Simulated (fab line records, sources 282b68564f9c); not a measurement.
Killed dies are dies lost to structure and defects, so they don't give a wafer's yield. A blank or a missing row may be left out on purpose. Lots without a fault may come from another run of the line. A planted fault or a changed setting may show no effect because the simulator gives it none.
fab line records | flow rit_cmos
record lots=13 wafers=39 last_day=7
route steps=202 shown ACTIVE@3 PSD@152 M1@184
lots that met no fault: from a run of the same line without faults
start_h: hours from the record's first day to the start of the lot's first wafer shown | wait_h: hours since the lot's step before | " the same as in the row above | L1.1+2: a row that stands for several wafers | - no value, or no start given | * or withheld: withheld | < > ~ a bound
route shown NAME@n: a module of which the file shows steps, and the number in the route of the first | usual: mean/standard deviation of fault-free wafers | same: alike in all rows | chamber/n: place in a boat | sites: the reading at each site | _std_site: their standard deviation | _edge_site: outer sites' mean less inner sites' | radius_mm: how far each site lies from the wafer's centre | mask NAME#n: copy n | behind: the tool/chamber that last shaped the wafer | hold: why the lot was held/for how many hours/how that ended | device: the transistor (n, p or np) that didn't switch | end of line: the same wafers' tests at the end of the route | a step without rows: its recipe alone | killed: dies lost to structure and defects at the first sort, not the wafer's yield | map: a wafer's dies, x killed, . not, _ none there
set.NAME: the setting as run; set.NAME@STEP: as run at that earlier step | model.NAME: the simulator's own value behind a step, which no gauge read
steps of the route over a sample of lots; a table a step, a row a wafer
services: from which hour (start_h, from the record's first day; less than 0 if before it) a tool's chamber was out of use, for how many hours, and why
## steps
# step RIT_ACTIVE_THK_MEAS_02
# recipe reads=SiO2_of_ACTIVE_OXIDATION_01
# usual ACTIVE_OXIDE_THK=46.9/0.94
# columns lot.wafer tool chamber start_h wait_h ACTIVE_OXIDE_THK[nm]
L131.1 film_metro-02 - 17.05 0.0 48.7
L131.2 " - " " 48.7
L131.4 " - " " 47.9
L132.1 film_metro-03 - 22.05 0.0 45.5
L132.2 " - " " 45.6
L132.4 " - " " 46.2
L133.1 film_metro-01 - 27.05 0.0 46.2
L133.3 " - " " 46.5
L133.5 " - " " 46.4
L134.1 film_metro-01 - 32.09 0.0 45.9
L134.3 " - " " 44.9
L134.6 " - " " 46.0
L135.3 film_metro-03 - 37.07 0.0 46.6
L135.4 " - " " 47.1
L135.6 " - " " 46.6
L136.1 film_metro-02 - 42.05 0.0 46.7
L136.2 " - " " 46.6
L136.4 " - " " 47.0
L138.1 film_metro-01 - 52.05 0.0 48.1
L138.2 " - " " 47.8
L138.4 " - " " 47.5
L140.1 film_metro-03 - 62.05 0.0 47.7
L140.3 " - " " 47.8
L140.4 " - " " 47.5
L143.3 film_metro-03 - 77.07 0.0 46.5
L143.4 " - " " 46.4
L143.5 " - " " 46.9
L147.2 film_metro-02 - 97.06 0.0 45.7
L147.5 " - " " 45.7
L147.6 " - " " 45.7
L149.1 film_metro-01 - 107.57 0.0 45.2
L149.3 " - " " 45.8
L149.6 " - " " 45.9
L151.1 film_metro-02 - 117.22 0.0 46.1
L151.4 " - " " 47.0
L151.6 " - " " 47.1
L153.2 film_metro-03 - 127.14 0.0 46.1
L153.5 " - " " 47.0
L153.6 " - " " 46.5
# step RIT_ACTIVE_THK_MEAS_04
# recipe reads=Si3N4_of_ACTIVE_CVD_03
# usual ACTIVE_NITRIDE_THK=150.7/0.96
# columns lot.wafer tool chamber start_h wait_h ACTIVE_NITRIDE_THK[nm]
L131.1 film_metro-03 - 18.53 0.0 150.8
L131.2 " - " " 151.5
L131.4 " - " " 151.0
L132.1 film_metro-03 - 23.53 0.0 148.7
L132.2 " - " " 150.4
L132.4 " - " " 150.3
L133.1 film_metro-02 - 29.24 0.0 151.0
L133.3 " - " " 151.8
L133.5 " - " " 152.3
L134.1 film_metro-01 - 33.83 0.0 148.5
L134.3 " - " " 149.4
L134.6 " - " " 149.3
L135.3 film_metro-02 - 38.55 0.0 149.4
L135.4 " - " " 150.3
L135.6 " - " " 149.4
L136.1 film_metro-01 - 43.53 0.0 150.4
L136.2 " - " " 150.4
L136.4 " - " " 149.5
L138.1 film_metro-03 - 53.53 0.0 150.7
L138.2 " - " " 151.6
L138.4 " - " " 151.3
L140.1 film_metro-03 - 64.24 0.0 151.1
L140.3 " - " " 152.3
L140.4 " - " " 152.0
L143.3 film_metro-02 - 78.55 0.0 151.9
L143.4 " - " " 152.7
L143.5 " - " " 152.4
L147.2 film_metro-02 - 98.54 0.0 150.8
L147.5 " - " " 150.2
L147.6 " - " " 150.1
L149.1 film_metro-02 - 109.05 0.0 148.8
L149.3 " - " " 150.0
L149.6 " - " " 150.1
L151.1 film_metro-03 - 119.40 0.0 150.5
L151.4 " - " " 150.8
L151.6 " - " " 149.1
L153.2 film_metro-02 - 129.26 0.0 153.0
L153.5 " - " " 151.5
L153.6 " - " " 153.4
# step RIT_PSD_TW_MEAS_10
# usual PSD_TW=3406/34
# columns lot.wafer tool chamber start_h wait_h PSD_TW
L131.1 film_metro-01 - 54.19 0.1 3369
L131.2 " - " " 3377
L131.4 " - " " 3373
L132.1 film_metro-02 - 60.23 0.1 3462
L132.2 " - " " 3470
L132.4 " - " " 3482
L133.1 film_metro-01 - 65.36 0.1 3389
L133.3 " - " " 3391
L133.5 " - " " 3373
L134.1 film_metro-03 - 71.72 0.1 3423
L134.3 " - " " 3443
L134.6 " - " " 3415
L135.3 film_metro-01 - 74.55 0.1 3373
L135.4 " - " " 3361
L135.6 " - " " 3370
L136.1 film_metro-02 - 79.04 0.1 3468
L136.2 " - " " 3450
L136.4 " - " " 3473
L138.1 film_metro-01 - 89.41 0.1 3367
L138.2 " - " " 3383
L138.4 " - " " 3356
L140.1 film_metro-01 - 99.74 0.1 3388
L140.3 " - " " 3394
L140.4 " - " " 3383
L143.3 film_metro-03 - 113.97 0.1 3400
L143.4 " - " " 3406
L143.5 " - " " 3411
L147.2 film_metro-02 - 136.58 0.1 3437
L147.5 " - " " 3453
L147.6 " - " " 3460
L149.1 film_metro-01 - 145.53 0.1 3363
L149.3 " - " " 3365
L149.6 " - " " 3371
L151.1 film_metro-02 - 157.90 0.1 3479
L151.4 " - " " 3456
L151.6 " - " " 3472
L153.2 film_metro-03 - 170.87 0.1 3443
L153.5 " - " " 3441
L153.6 " - " " 3432
# step RIT_M1_SPUTTER_00
# recipe material=Al target_thk_nm=400 power_w=2000 chamber_pressure_pa=0.4 gas=Ar time_s=500 substrate_temp_c=25
# usual substrate_temp_c=25.00/0.1 throttle_valve_pct=29.7/1.1
# columns lot.wafer tool chamber start_h wait_h substrate_temp_c throttle_valve_pct
L131.1 pvd_sputter-02 - 58.50 0.0 25.00 28.3
L131.2 " - " " 25.10 28.4
L131.4 " - " " 24.96 29.0
L132.1 pvd_sputter-03 - 64.37 0.0 25.00 29.4
L132.2 " - " " 24.88 30.9
L132.4 " - " " 24.91 31.6
L133.1 pvd_sputter-02 - 69.27 0.0 25.00 28.2
L133.3 " - " " 25.05 29.1
L133.5 " - " " 24.88 27.9
L134.1 pvd_sputter-03 - 75.79 0.0 24.84 29.4
L134.3 " - " " 24.95 31.0
L134.6 " - " " 24.99 29.2
L135.3 pvd_sputter-02 - 78.72 0.0 24.80 28.1
L135.4 " - " " 25.03 28.5
L135.6 " - " " 25.10 28.1
L136.1 pvd_sputter-03 - 82.99 0.0 24.99 30.8
L136.2 " - " " 25.14 29.0
L136.4 " - " " 25.19 31.3
L138.1 pvd_sputter-03 - 93.26 0.0 25.20 28.8
L138.2 " - " " 24.87 29.4
L138.4 " - " " 25.05 31.0
L140.1 pvd_sputter-03 - 103.48 0.0 25.08 30.9
L140.3 " - " " 25.07 31.5
L140.4 " - " " 24.87 29.6
L143.3 pvd_sputter-01 - 117.80 0.0 24.69 30.4
L143.4 " - " " 24.95 29.5
L143.5 " - " " 25.17 31.6
L147.2 pvd_sputter-01 - 140.29 0.0 24.96 30.6
L147.5 " - " " 24.99 29.5
L147.6 " - " " 24.84 30.5
L149.1 pvd_sputter-01 - 149.24 0.0 24.90 29.6
L149.3 " - " " 25.05 31.6
L149.6 " - " " 25.18 31.5
L151.1 pvd_sputter-01 - 161.74 0.0 24.96 29.6
L151.4 " - " " 24.96 30.5
L151.6 " - " " 24.96 29.7
L153.2 pvd_sputter-02 - 174.58 0.0 24.97 28.2
L153.5 " - " " 24.90 29.1
L153.6 " - " " 25.21 28.2
# step RIT_M1_RS_MEAS_01
# recipe thk_meas_gauge=four-point-probe reads=Al_of_M1_SPUTTER_00
# usual M1_AL_RS=0.0738/0.00072
# columns lot.wafer tool chamber start_h wait_h M1_AL_RS[ohm/sq]
L131.1 film_metro-01 - 58.79 0.1 0.0732
L131.2 " - " " 0.0740
L131.4 " - " " 0.0732
L132.1 film_metro-02 - 64.66 0.1 0.0740
L132.2 " - " " 0.0723
L132.4 " - " " 0.0723
L133.1 film_metro-01 - 69.57 0.1 0.0741
L133.3 " - " " 0.0734
L133.5 " - " " 0.0737
L134.1 film_metro-01 - 76.08 0.1 0.0741
L134.3 " - " " 0.0727
L134.6 " - " " 0.0732
L135.3 film_metro-01 - 79.05 0.2 0.0733
L135.4 " - " " 0.0742
L135.6 " - " " 0.0734
L136.1 film_metro-02 - 83.28 0.1 0.0724
L136.2 " - " " 0.0729
L136.4 " - " " 0.0725
L138.1 film_metro-02 - 93.55 0.1 0.0727
L138.2 " - " " 0.0734
L138.4 " - " " 0.0730
L140.1 film_metro-03 - 103.77 0.1 0.0740
L140.3 " - " " 0.0443
L140.4 " - " " 0.0756
L143.3 film_metro-01 - 118.13 0.2 0.0746
L143.4 " - " " 0.0739
L143.5 " - " " 0.0738
L147.2 film_metro-02 - 140.60 0.2 0.0746
L147.5 " - " " 0.0746
L147.6 " - " " 0.0746
L149.1 film_metro-01 - 149.53 0.1 0.0734
L149.3 " - " " 0.0741
L149.6 " - " " 0.0740
L151.1 film_metro-02 - 162.04 0.1 0.0755
L151.4 " - " " 0.0746
L151.6 " - " " 0.0740
L153.2 film_metro-01 - 174.90 0.2 0.0731
L153.5 " - " " 0.0732
L153.6 " - " " 0.0736
# step RIT_M1_THK_MEAS_02
# recipe thk_meas_gauge=xrf reads=Al_of_M1_SPUTTER_00
# usual M1_AL_THK=401/4.2
# columns lot.wafer tool chamber start_h wait_h M1_AL_THK[nm]
L131.1 film_metro-01 - 58.91 0.1 403
L131.2 " - " " 399
L131.4 " - " " 404
L132.1 film_metro-02 - 64.78 0.1 401
L132.2 " - " " 409
L132.4 " - " " 409
L133.1 film_metro-01 - 69.69 0.1 398
L133.3 " - " " 403
L133.5 " - " " 404
L134.1 film_metro-01 - 76.20 0.1 397
L134.3 " - " " 404
L134.6 " - " " 405
L135.3 film_metro-01 - 79.15 0.1 404
L135.4 " - " " 400
L135.6 " - " " 403
L136.1 film_metro-02 - 83.40 0.1 406
L136.2 " - " " 404
L136.4 " - " " 408
L138.1 film_metro-02 - 93.67 0.1 406
L138.2 " - " " 403
L138.4 " - " " 404
L140.1 film_metro-03 - 103.89 0.1 399
L140.3 " - " " 667
L140.4 " - " " 392
L143.3 film_metro-01 - 118.23 0.1 399
L143.4 " - " " 402
L143.5 " - " " 399
L147.2 film_metro-02 - 140.71 0.1 397
L147.5 " - " " 398
L147.6 " - " " 397
L149.1 film_metro-01 - 149.65 0.1 401
L149.3 " - " " 398
L149.6 " - " " 400
L151.1 film_metro-02 - 162.16 0.1 389
L151.4 " - " " 395
L151.6 " - " " 394
L153.2 film_metro-01 - 175.01 0.1 404
L153.5 " - " " 408
L153.6 " - " " 402
# step RIT_M1_METAL_ETCH_12
# recipe stop_on=SiO2 chemistry=Cl2/BCl3 target=Al time_s=165 over_etch_frac=0.5 pressure_mtorr=100 target_depth_a=6000 rf_w=250 Cl2_flow_sccm=60 bcl3_flow_sccm=50
# usual drypump_motor_current_A=5.43/0.19 he_backside_leak_sccm=3.5/0.32 oes_product_au=0.775/0.013 throttle_valve_pct=8.32/0.089
# columns lot.wafer tool chamber start_h wait_h drypump_motor_current_A he_backside_leak_sccm oes_product_au rf_hours_counter_h throttle_valve_pct
L131.1 rie_metal-03 0 60.39 0.2 5.54 3.7 0.778 2.3 8.41
L131.2 " 1 " " 5.18 2.9 0.764 2.0 8.24
L131.4 " 1 " " 5.16 3.1 0.766 - 8.22
L132.1 rie_metal-04 0 66.33 0.2 5.44 3.4 0.757 4.3 8.30
L132.2 " 1 " " 5.43 3.5 0.793 4.3 8.49
L132.4 " 0 " " 5.44 3.3 0.767 - 8.31
L133.1 rie_metal-02 1 71.03 0.2 5.29 3.6 0.778 0.7 8.24
L133.3 " 0 " " 5.74 3.5 0.792 - 8.25
L133.5 " 1 " " 5.28 3.6 0.786 - 8.24
L134.1 rie_metal-03 1 77.65 0.2 5.16 3.1 0.760 2.2 8.25
L134.3 " 0 " " 5.57 3.8 0.776 - 8.40
L134.6 " 1 " " 5.14 3.1 0.765 - 8.24
L135.3 rie_metal-04 0 80.79 0.2 5.43 3.3 0.764 - 8.30
L135.4 " 1 " " 5.43 3.6 0.776 - 8.48
L135.6 " 1 " " 5.42 3.6 0.777 - 8.47
L136.1 rie_metal-02 1 84.99 0.2 5.30 3.3 0.779 0.9 8.24
L136.2 " 0 " " 5.75 3.7 0.797 0.9 8.28
L136.4 " 1 " " 5.27 3.4 0.798 - 8.25
L138.1 rie_metal-04 1 95.14 0.2 5.40 3.6 0.791 4.7 8.47
L138.2 " 0 " " 5.47 3.2 0.765 4.7 8.30
L138.4 " 0 " " 5.47 3.3 0.759 - 8.31
L140.1 rie_metal-03 1 105.28 0.2 5.14 3.4 0.768 2.5 8.23
L140.3 " 1 " " 5.18 3.1 0.991 - 8.20
L140.4 " 0 " " 5.52 3.7 0.763 - 8.39
L143.3 rie_metal-03 0 119.80 0.2 5.54 3.5 0.773 - 8.41
L143.4 " 1 " " 5.17 2.8 0.763 - 8.25
L143.5 " 0 " " 5.54 3.6 0.773 - 8.39
L147.2 rie_metal-04 1 142.35 0.2 5.40 3.6 0.778 5.2 8.47
L147.5 " 0 " " 5.43 3.4 0.753 - 8.31
L147.6 " 1 " " 5.41 3.6 0.779 - 8.48
L149.1 rie_metal-03 0 151.04 0.2 5.53 3.8 0.772 3.4 8.41
L149.3 " 0 " " 5.54 3.7 0.775 - 8.40
L149.6 " 1 " " 5.16 3.2 0.761 - 8.23
L151.1 rie_metal-02 1 163.80 0.2 5.25 3.5 0.772 1.8 8.24
L151.4 " 0 " " 5.75 3.6 0.792 - 8.26
L151.6 " 1 " " 5.27 3.6 0.791 - 8.24
L153.2 rie_metal-04 0 176.38 0.2 5.41 3.6 0.757 5.6 8.30
L153.5 " 0 " " 5.43 3.3 0.758 - 8.30
L153.6 " 1 " " 5.43 3.4 0.783 - 8.47
# step RIT_M1_PROBE_99
# usual defect_limited_yield=97.5/1.1 killed_at_M0_to_M3=0.0/0.19 killed_at_contacts=0.1/0.27 killed_at_front_end=6.4/2.9 killed_dies=6.5/3 killed_on_rim=1.6/1.4 killed_open=3.3/1.9 killed_short=3.2/1.7 sort_bin_3_pad_short=0.1/0.22 sort_bin_5_function=1.4/0.79 sort_bin_6_memory=1.0/0.6 sort_n_pass=257.5/3 sort_yield_pct=97.5/1.1
# same gross_dies=264 killed_at_M4_up=0 killed_at_back_side=0 killed_at_other=0
# columns lot.wafer tool chamber start_h wait_h defect_limited_yield[%] killed_at_M0_to_M3 killed_at_contacts killed_at_front_end killed_dies killed_on_rim killed_open killed_short sort_bin_3_pad_short[%] sort_bin_5_function[%] sort_bin_6_memory[%] sort_n_pass sort_yield_pct[%]
L131.1 prober-01 - 63.60 0.1 98.5 0 0 4 4 1 4 0 0 1.5 0 260.0 98.5
L131.2 prober-01 - 63.65 0.1 95.8 0 0 11 11 3 5 6 0.4 2.7 1.1 253.0 95.8
L131.4 prober-01 - 63.75 0.2 97.3 0 0 7 7 2 5 2 0 1.1 1.5 257.0 97.3
L132.1 prober-02 - 68.58 0.1 98.9 0 0 3 3 0 0 3 0 1.1 0 261.0 98.9
L132.2 prober-02 - 68.63 0.1 96.2 0 0 10 10 1 7 3 0 1.9 1.9 254.0 96.2
L132.4 prober-02 - 68.73 0.2 96.6 0 0 9 9 0 4 5 0.4 1.5 1.5 255.0 96.6
L133.1 prober-01 - 73.49 0.1 97.0 0 0 8 8 2 6 2 0 1.5 1.5 256.0 97.0
L133.3 prober-01 - 73.59 0.2 98.5 0 1 3 4 1 4 0 0 1.1 0.4 260.0 98.5
L133.5 prober-01 - 73.69 0.2 98.9 0 0 3 3 2 1 2 0 0.8 0.4 261.0 98.9
L134.1 prober-02 - 80.38 0.1 97.3 0 0 7 7 2 3 4 0 1.1 1.5 257.0 97.3
L134.3 prober-02 - 80.48 0.2 98.5 0 0 4 4 1 1 3 0 0.8 0.8 260.0 98.5
L134.6 prober-02 - 80.63 0.2 97.3 0 0 7 7 1 3 4 0 1.5 1.1 257.0 97.3
L135.3 prober-01 - 83.54 0.2 97.7 0 1 5 6 2 3 3 0 1.5 0.8 258.0 97.7
L135.4 prober-01 - 83.59 0.2 98.5 0 0 4 4 1 2 2 0 0.4 1.1 260.0 98.5
L135.6 prober-01 - 83.69 0.2 99.2 0 0 2 2 0 0 2 0 0.8 0 262.0 99.2
L136.1 prober-02 - 87.26 0.1 96.6 0 0 9 9 0 3 6 0.4 1.5 1.5 255.0 96.6
L136.2 prober-02 - 87.31 0.1 96.2 0 0 10 10 5 5 5 0 1.9 1.9 254.0 96.2
L136.4 prober-02 - 87.41 0.2 97.0 0 0 8 8 3 2 6 0 2.7 0.4 256.0 97.0
L138.1 prober-02 - 98.67 0.1 98.1 0 0 5 5 1 3 2 0 0.8 1.1 259.0 98.1
L138.2 prober-02 - 98.72 0.1 98.5 0 0 4 4 2 1 3 0.4 0.4 0.8 260.0 98.5
L138.4 prober-02 - 98.82 0.2 97.0 0 0 8 8 1 3 5 0 1.9 1.1 256.0 97.0
L140.1 prober-02 - 108.58 0.1 99.6 0 0 1 1 0 1 0 0 0 0.4 263.0 99.6
L140.3 prober-02 - 108.68 0.2 0 257 0 7 264 70 4 3 0.4 99.2 0.4 0 0
L140.4 prober-02 - 108.73 0.2 97.7 0 0 6 6 3 3 3 0 1.1 1.1 258.0 97.7
L143.3 prober-01 - 125.42 0.2 97.7 0 0 6 6 1 4 2 0 1.1 1.1 258.0 97.7
L143.4 prober-01 - 125.47 0.2 97.3 0 0 7 7 2 1 6 0 1.5 1.1 257.0 97.3
L143.5 prober-01 - 125.52 0.2 98.1 0 0 5 5 2 2 3 0.4 0.8 0.8 259.0 98.1
L147.2 prober-01 - 144.65 0.1 95.8 0 0 11 11 1 7 4 0.4 3.0 0.8 253.0 95.8
L147.5 prober-01 - 144.80 0.2 97.3 0 1 6 7 2 4 3 0.4 0.4 1.9 257.0 97.3
L147.6 prober-01 - 144.85 0.2 97.0 0 0 8 8 2 4 4 0.4 1.9 0.8 256.0 97.0
L149.1 prober-01 - 153.63 0.1 97.3 0 0 7 7 2 3 4 0.4 1.5 0.8 257.0 97.3
L149.3 prober-01 - 153.73 0.2 97.7 0 0 6 6 2 3 3 0.4 1.5 0.4 258.0 97.7
L149.6 prober-01 - 153.88 0.2 96.2 0 0 10 10 1 6 4 0 2.7 1.1 254.0 96.2
L151.1 prober-01 - 166.37 0.1 95.8 2 0 9 11 2 5 5 0 3.0 1.1 253.0 95.8
L151.4 prober-01 - 166.52 0.2 97.7 0 0 6 6 4 3 3 0.4 1.1 0.8 258.0 97.7
L151.6 prober-01 - 166.62 0.2 96.6 0 0 9 9 2 5 4 0.8 1.5 1.1 255.0 96.6
L153.2 prober-01 - 178.68 0.1 95.5 0 0 12 12 2 7 5 0.4 1.9 2.3 252.0 95.5
L153.5 prober-01 - 178.83 0.2 98.5 0 0 4 4 4 1 3 0.8 0.4 0.4 260.0 98.5
L153.6 prober-01 - 178.88 0.2 97.7 0 0 6 6 1 3 3 0 1.1 1.1 258.0 97.7
# killed by level:class
L131.1 FOX2:geometric_particle:open=2 GATE:geometric_particle:open=1 REOX:geometric_particle:open=1
L131.2 GATE:geometric_particle:short=2 GATE:geometric_particle:open=2 REOX:geometric_particle:short=2 FOX1:geometric_particle:open=1 FOX2:geometric_particle:short=1 REOX:geometric_particle:open=1 SPACER:geometric_particle:open=1 SILICIDE:geometric_particle:short=1
L131.4 GATE:geometric_particle:open=3 REOX:geometric_particle:open=2 FOX1:geometric_particle:short=1 SILICIDE:geometric_particle:short=1
L132.1 GATE:geometric_particle:short=2 REOX:geometric_particle:short=1
L132.2 GATE:geometric_particle:open=3 REOX:geometric_particle:short=2 REOX:geometric_particle:open=2 FOX2:geometric_particle:open=1 GATE:geometric_particle:short=1 SILICIDE:geometric_particle:open=1
L132.4 GATE:geometric_particle:short=3 FOX2:geometric_particle:open=2 SILICIDE:geometric_particle:short=2 REOX:geometric_particle:open=1 SILICIDE:geometric_particle:open=1
L133.1 GATE:geometric_particle:open=4 FOX1:geometric_particle:open=2 ACTIVE:geometric_particle:short=1 REOX:geometric_particle:short=1
L133.3 GATE:geometric_particle:open=2 FOX1:geometric_particle:open=1 CONTACT:geometric_particle:open=1
L133.5 GATE:geometric_particle:short=1 GATE:geometric_particle:open=1 SILICIDE:geometric_particle:short=1
L134.1 REOX:geometric_particle:short=2 FOX1:geometric_particle:open=1 GATE:geometric_particle:short=1 REOX:geometric_particle:open=1 SPACER:geometric_particle:short=1 SILICIDE:geometric_particle:open=1
L134.3 GATE:geometric_particle:short=1 REOX:geometric_particle:open=1 SPACER:geometric_particle:short=1 SILICIDE:geometric_particle:short=1
L134.6 GATE:geometric_particle:open=3 FOX2:geometric_particle:short=1 GATE:geometric_particle:short=1 REOX:geometric_particle:short=1 SILICIDE:geometric_particle:short=1
L135.3 GATE:geometric_particle:open=2 GATE:geometric_particle:short=1 SILICIDE:geometric_particle:short=1 SILICIDE:geometric_particle:open=1 CONTACT:geometric_particle:short=1
L135.4 FOX1:geometric_particle:open=1 FOX2:geometric_particle:short=1 GATE:geometric_particle:open=1 REOX:geometric_particle:short=1
L135.6 FOX1:geometric_particle:short=1 GATE:geometric_particle:short=1
L136.1 SILICIDE:geometric_particle:short=3 GATE:geometric_particle:open=2 GATE:geometric_particle:short=2 FOX2:geometric_particle:short=1 SILICIDE:geometric_particle:open=1
L136.2 FOX1:geometric_particle:open=2 GATE:geometric_particle:open=2 GATE:geometric_particle:short=2 FOX1:geometric_particle:short=1 FOX2:geometric_particle:short=1 REOX:geometric_particle:open=1 REOX:geometric_particle:short=1
L136.4 GATE:geometric_particle:short=4 GATE:geometric_particle:open=2 SPACER:geometric_particle:short=1 SILICIDE:geometric_particle:short=1
L138.1 GATE:geometric_particle:open=1 REOX:geometric_particle:short=1 REOX:geometric_particle:open=1 SILICIDE:geometric_particle:short=1 SILICIDE:geometric_particle:open=1
L138.2 SILICIDE:geometric_particle:short=2 REOX:geometric_particle:short=1 SPACER:geometric_particle:open=1
L138.4 GATE:geometric_particle:short=3 REOX:geometric_particle:open=2 REOX:geometric_particle:short=2 GATE:geometric_particle:open=1
L140.1 GATE:geometric_particle:open=1
L140.3 M1:area_etch=257 GATE:geometric_particle:open=2 GATE:geometric_particle:short=2 REOX:geometric_particle:open=1 REOX:geometric_particle:short=1 SILICIDE:geometric_particle:open=1
L140.4 FOX1:geometric_particle:open=1 GATE:geometric_particle:open=1 GATE:geometric_particle:short=1 REOX:geometric_particle:short=1 SPACER:geometric_particle:short=1 SILICIDE:geometric_particle:open=1
L143.3 GATE:geometric_particle:open=3 GATE:geometric_particle:short=1 REOX:geometric_particle:short=1 REOX:geometric_particle:open=1
L143.4 SPACER:geometric_particle:short=3 ACTIVE:geometric_particle:short=1 GATE:geometric_particle:short=1 GATE:geometric_particle:open=1 SILICIDE:geometric_particle:short=1
L143.5 REOX:geometric_particle:short=2 FOX1:geometric_particle:open=1 FOX1:geometric_particle:short=1 GATE:geometric_particle:open=1
L147.2 GATE:geometric_particle:open=4 GATE:geometric_particle:short=3 REOX:geometric_particle:open=3 SPACER:geometric_particle:short=1
L147.5 SPACER:geometric_particle:open=4 SPACER:geometric_particle:short=2 CONTACT:geometric_particle:short=1
L147.6 GATE:geometric_particle:open=2 FOX1:geometric_particle:open=1 FOX1:geometric_particle:short=1 FOX2:geometric_particle:open=1 FOX2:geometric_particle:short=1 GATE:geometric_particle:short=1 SILICIDE:geometric_particle:short=1
L149.1 SPACER:geometric_particle:short=3 GATE:geometric_particle:open=2 FOX1:geometric_particle:short=1 SPACER:geometric_particle:open=1
L149.3 GATE:geometric_particle:open=3 GATE:geometric_particle:short=2 FOX2:geometric_particle:short=1
L149.6 GATE:geometric_particle:open=4 GATE:geometric_particle:short=2 FOX1:geometric_particle:short=1 FOX1:geometric_particle:open=1 FOX2:geometric_particle:short=1 SPACER:geometric_particle:open=1
L151.1 FOX2:geometric_particle:open=2 GATE:geometric_particle:short=2 FOX1:geometric_particle:open=1 FOX1:geometric_particle:short=1 FOX2:geometric_particle:short=1 GATE:geometric_particle:open=1 SPACER:geometric_particle:open=1 M1:geometric_particle:short=1
L151.4 GATE:geometric_particle:open=2 GATE:geometric_particle:short=1 REOX:geometric_particle:short=1 REOX:geometric_particle:open=1 SILICIDE:geometric_particle:short=1
L151.6 GATE:geometric_particle:open=2 GATE:geometric_particle:short=2 FOX2:geometric_particle:open=1 SPACER:geometric_particle:short=1 SPACER:geometric_particle:open=1 SILICIDE:geometric_particle:short=1 SILICIDE:geometric_particle:open=1
L153.2 FOX1:geometric_particle:open=2 GATE:geometric_particle:short=2 SILICIDE:geometric_particle:short=2 FOX2:geometric_particle:open=1 FOX2:geometric_particle:short=1 GATE:geometric_particle:open=1 REOX:geometric_particle:open=1 SPACER:geometric_particle:open=1
L153.5 FOX1:geometric_particle:short=1 FOX1:geometric_particle:open=1 GATE:geometric_particle:short=1 SILICIDE:geometric_particle:short=1
L153.6 GATE:geometric_particle:open=3 GATE:geometric_particle:short=1 REOX:geometric_particle:short=1 SPACER:geometric_particle:short=1
## services
# columns tool chamber start_h hours kind
rie_metal-03 - 44.77 14.6 pm
pvd_sputter-01 - 44.78 3.7 repair
pvd_sputter-02 - 50.02 6.7 repair
pvd_sputter-01 - 67.50 0.5 repair
pvd_sputter-01 - 102.39 2.7 repair
rie_metal-03 0 108.97 6.9 repair
rie_metal-03 0 124.74 10.8 repair
rie_metal-04 - 156.83 4.3 pm
rie_metal-04 - 168.96 1.2 repair
rie_metal-02 - 172.89 0.6 repair
## key
first_sign step=RIT_M1_RS_MEAS_01 reading=M1_AL_RS direction=down sigmas=41 usual=0.0738 struck=0.0443
effect step=RIT_M1_THK_MEAS_02 reading=M1_AL_THK direction=up sigmas=64 usual=401 struck=667
effect step=RIT_M1_METAL_ETCH_12 reading=oes_product_au direction=up sigmas=16 usual=0.775 struck=0.991
effect step=RIT_M1_PROBE_99 reading=killed_at_M0_to_M3 direction=up sigmas=99+ usual=0.0 struck=257
more_kills_born_at RIT_M1_METAL_ETCH_12@rie_metal-03=257
met_at RIT_M1_SPUTTER_00
struck_lots L140
struck_wafers L140.3
later_rows_left_out L140.3
not_acting_at RIT_ACTIVE_THK_MEAS_02,RIT_ACTIVE_THK_MEAS_04,RIT_PSD_TW_MEAS_10
onset_between 82.99 103.48
fault kind=process_parameter_drift tool=pvd_sputter-03 chamber=- onset_h=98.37 steps=RIT_M1_SPUTTER_00 channel=time_s offset=* shape=step stated=* scope=struck_wafers_only
# later_rows_left_out: the simulator's readings of these wafers behind a module that went badly wrong aren't trusted and aren't shown, but for the sort
